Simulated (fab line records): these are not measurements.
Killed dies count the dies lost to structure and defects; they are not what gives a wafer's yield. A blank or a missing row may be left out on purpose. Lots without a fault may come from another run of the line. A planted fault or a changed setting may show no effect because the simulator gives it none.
A single fault, viewed from 2 desks + flow ritCmos + every desk sees just its own numbers, and what lay behind them comes last

## AT THE METROLOGY DESK
Lot by lot, what the gauges showed, no matter which tool ran the lot: averages of those sampled wafers that carry a number. Any lot whose mean is over 4 standard deviations away from the usual mean is out of limits and marked OUT; that distance is given in the brackets.
Columns: A = cdNm at RIT_ACTIVE_CD_MEAS_11, usual 1400.1 nm
| lot  | first seen here | A                        |
|------|-----------------|--------------------------|
| L885 | day 1 15:19     | 1397.8                   |
| L886 | day 1 21:45     | 1395.5                   |
| L887 | day 2 00:43     | 1401.1                   |
| L889 | day 2 10:29     | 1398.8                   |
| L891 | day 2 20:35     | 1398.5                   |
| L892 | day 3 01:32     | 1402.9                   |
| L893 | day 3 06:36     | 1403.4                   |
| L894 | day 3 13:29     | 1403.3                   |
| L896 | day 4 03:27     | 1398.9                   |
| L898 | day 4 07:36     | 1396.6                   |
| L899 | day 4 14:04     | 1681.9 (+99 or more) OUT |
| L902 | day 5 04:38     | 1403.0                   |
| L903 | day 5 09:53     | 1680.9 (+99 or more) OUT |
| L908 | day 6 10:28     | 1404.1                   |
Finding of this desk: L899, L903 out of limits; the first was L899 at day 4 14:04, on cdNm at RIT_ACTIVE_CD_MEAS_11. L885, L886, L887, L889, L891, L892, L893, L894, L896, L898, L902, L908: within limits.

## AT THE TOOL OWNER'S DESK: lithoTrack-01
The tool's own readings at RIT_ACTIVE_DEVELOP_10 (develop time 50 s): means of the sampled wafers that have a number, for each lot that ran on this tool. Any lot whose mean is over 4 standard deviations away from the usual mean is out of limits and marked OUT; that distance is given in the brackets.
Columns: A = chillPlateTempC at RIT_ACTIVE_DEVELOP_10, usual 22.97 C
| lot  | first seen here | A     |
|------|-----------------|-------|
| L886 | day 1 21:00     | 23.02 |
| L887 | day 2 00:00     | 22.94 |
| L889 | day 2 10:00     | 22.83 |
| L893 | day 3 06:00     | 23.01 |
| L896 | day 4 03:00     | 22.94 |
| L898 | day 4 07:00     | 22.92 |
| L899 | day 4 13:00     | 22.97 |
| L903 | day 5 09:00     | 23.01 |
This desk's verdict: no lot among the 8 shows anything out of limits.

## TAKEN TOGETHER
An alarm was possible from the metrology desk at day 4 14:04, on L899, L903.
The desk of the tool owner found nothing out of limits.
On record at the tool owner's desk: L899, L903, within its limits.
RIT_ACTIVE_DEVELOP_10 was run on lithoTrack-01 by each of the lots named.

## WHAT THE SIMULATOR HAD INSERTED
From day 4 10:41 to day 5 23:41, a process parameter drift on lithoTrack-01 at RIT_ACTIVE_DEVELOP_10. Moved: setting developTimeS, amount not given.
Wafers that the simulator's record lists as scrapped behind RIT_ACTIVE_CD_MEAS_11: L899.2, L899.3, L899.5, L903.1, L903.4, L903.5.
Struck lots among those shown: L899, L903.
Delay in hours, fault start to first out-of-limits reading, per desk: metrology desk 3.
